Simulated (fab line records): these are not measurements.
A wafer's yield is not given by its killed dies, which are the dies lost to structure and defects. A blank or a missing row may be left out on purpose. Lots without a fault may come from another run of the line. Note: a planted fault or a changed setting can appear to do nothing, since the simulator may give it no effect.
Which tool is to blame? -- flow berkeley_cmos170 -- 14 lots with 42 wafers sampled at 4 steps, on a route of 331 steps

== WHAT THE GAUGES READ, wafer by wafer ==
UCB170_NWELL_OVL_MEAS_12. Usual: NWELL_OVL typically reads 4 nm, with standard deviation 6.2.
lot,measured,on,NWELL_OVL (nm),flag
L848,day 2 19:22,overlay-02,9 15 13,
L849,day 3 02:29,overlay-02,0 -4 -2,
L850,day 3 05:39,overlay-02,0 3 3,
L852,day 3 13:53,overlay-02,10 13 13,
L856,day 4 11:55,overlay-02,5 6 7,
L857,day 4 15:26,overlay-01,8 9 11,
L858,day 4 21:45,overlay-01,11 4 13,
L862,day 5 16:22,overlay-02,2 0 7,
L864,day 6 01:11,overlay-01,9 10 8,
L865,day 6 12:05,overlay-02,-5 -3 -4,
L866,day 6 12:19,overlay-01,9 2 10,
L868,day 6 17:17,overlay-02,1 1 8,
L869,day 7 09:02,overlay-02,7 1 1,
L870,day 7 09:04,overlay-01,-6 2 -7,

UCB170_PWELL_TW_MEAS_17. Usual: PWELL_TW typically reads 375.7, with standard deviation 1.9.
lot,measured,on,PWELL_TW,flag
L848,day 3 20:19,film_metro-03,381.1 378.9 378.1,
L849,day 4 03:29,film_metro-04,373.4 374.8 374.9,
L850,day 4 03:31,film_metro-01,373.6 373.7 372.5,
L852,day 4 14:03,film_metro-04,373.6 376.0 377.2,
L856,day 5 09:28,film_metro-04,336.6 339.0 337.9,OFF
L857,day 5 09:12,film_metro-03,377.5 377.6 377.2,
L858,day 5 18:55,film_metro-04,336.5 336.3 339.0,OFF
L862,day 6 13:48,film_metro-03,376.0 376.0 376.8,
L864,day 6 19:29,film_metro-01,375.3 373.9 375.0,
L865,day 7 13:43,film_metro-01,378.2 377.0 375.5,
L866,day 7 13:58,film_metro-01,377.0 377.5 379.2,
L868,day 7 14:28,film_metro-04,375.0 376.5 375.7,
L869,day 8 19:34,film_metro-04,374.4 375.5 372.6,
L870,day 8 06:07,film_metro-01,376.4 377.2 376.8,

UCB170_PVT_OVL_MEAS_06. Usual: PVT_OVL typically reads 0 nm, with standard deviation 5.
lot,measured,on,PVT_OVL (nm),flag
L848,day 6 23:37,overlay-02,5 8 5,
L849,day 8 00:37,overlay-02,4 -11 3,
L850,day 8 00:21,overlay-02,4 1 1,
L852,day 8 00:40,overlay-01,4 -4 -5,
L856,day 8 13:08,overlay-01,-2 2 1,
L857,day 8 13:16,overlay-02,-2 -6 -9,
L858,day 8 22:32,overlay-01,-1 0 -7,
L862,day 10 03:54,overlay-02,2 2 -4,
L864,day 10 04:08,overlay-01,-6 1 7,
L865,day 10 18:23,overlay-01,14 1 6,
L866,day 10 18:56,overlay-02,0 0 1,
L868,day 10 17:56,overlay-01,0 8 5,
L869,day 12 04:55,overlay-02,-1 4 10,
L870,day 11 09:29,overlay-02,-2 5 -1,

== WHAT TOOL EACH LOT RAN ON (gives the tool, then ch and the chambers of the sampled wafers, and finally the start) ==
lot,UCB170_PWELL_IMPLANT_15
L848,"implanter-04 ch 0, day 3 20:04"
L849,"implanter-02 ch 0, day 4 03:14"
L850,"implanter-01 ch 0, day 4 03:16"
L852,"implanter-04 ch 0, day 4 13:49"
L856,"implanter-01 ch 0, day 5 09:13"
L857,"implanter-04 ch 0, day 5 08:58"
L858,"implanter-01 ch 0, day 5 18:41"
L862,"implanter-02 ch 0, day 6 13:33"
L864,"implanter-02 ch 0, day 6 19:15"
L865,"implanter-02 ch 0, day 7 13:30"
L866,"implanter-04 ch 0, day 7 13:43"
L868,"implanter-02 ch 0, day 7 14:14"
L869,"implanter-04 ch 0, day 8 19:19"
L870,"implanter-04 ch 0, day 8 05:52"
- UCB170_PWELL_IMPLANT_15

== AS READ BY THE TOOLS THEMSELVES (means over the sampled wafers that have a number; for cases with no such wafer, the mark the record gives instead) ==
UCB170_PWELL_IMPLANT_15. Usual: dose_ions_cm2 5.001e+12, standard deviation 5.3e+09; faraday_current_uA 15.8, standard deviation 0.34.
lot,tool,dose_ions_cm2,faraday_current_uA,flag
L848,implanter-04,5.004e+12,15.5,
L849,implanter-02,4.994e+12,15.6,
L850,implanter-01,4.998e+12,15.8,
L852,implanter-04,4.996e+12,16.0,
L856,implanter-01,3.525e+12,11.0,OFF
L857,implanter-04,5.002e+12,16.0,
L858,implanter-01,3.525e+12,11.1,OFF
L862,implanter-02,5.000e+12,16.0,
L864,implanter-02,5.002e+12,15.4,
L865,implanter-02,5.006e+12,16.1,
L866,implanter-04,5.001e+12,15.8,
L868,implanter-02,5.000e+12,16.1,
L869,implanter-04,5.003e+12,15.7,
L870,implanter-04,5.005e+12,15.9,

== THE ANSWER, worked out from the rows above alone ==
Rule: take the mean of a lot's wafers that have a number; if it is more than 3 standard deviations from the usual mean, the lot is off. A lot without any number at a reading at which 4 lots or more have one is off too. Where the step has rows for the other lots, those lots are counted as sound. The gauges are gone through in route order, then the tools' own readings, and for those a lot's mean is taken as printed above. At the first step where some lot is off, the reading lying furthest off is the one used; lots without a number count as furthest.
Off: at UCB170_PWELL_TW_MEAS_17 (PWELL_TW), L856, L858.
A tool fits if, at a process step before that reading, it ran every lot that is off, and no sound lot after the first of them. The gauges at UCB170_PWELL_TW_MEAS_17 aren't tried: what is off there is off at UCB170_PWELL_IMPLANT_15 too, on other tools, and a gauge's error can't cause that. One candidate fits, namely implanter-01 at UCB170_PWELL_IMPLANT_15. Its last sound lot is L850 (day 4 03:16), its first lot that is off L856 (day 5 09:13): a fault that began between those two fits.
The tool's own readings at UCB170_PWELL_IMPLANT_15 bear it out: on the lots that are off they differ by more than 5 times the standard deviation of the sound lots' means. dose_ions_cm2 reads 3.525e+12 there against 5.001e+12 on the sound lots; faraday_current_uA reads 11.1 there against 15.8 on the sound lots.

== WHAT HAD BEEN PUT IN BY THE SIMULATOR ==
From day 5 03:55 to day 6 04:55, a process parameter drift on implanter-01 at UCB170_PWELL_IMPLANT_15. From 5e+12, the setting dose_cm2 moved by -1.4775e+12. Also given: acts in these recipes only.
Lots struck among those shown: L856, L858. The rule given above showed the same thing.
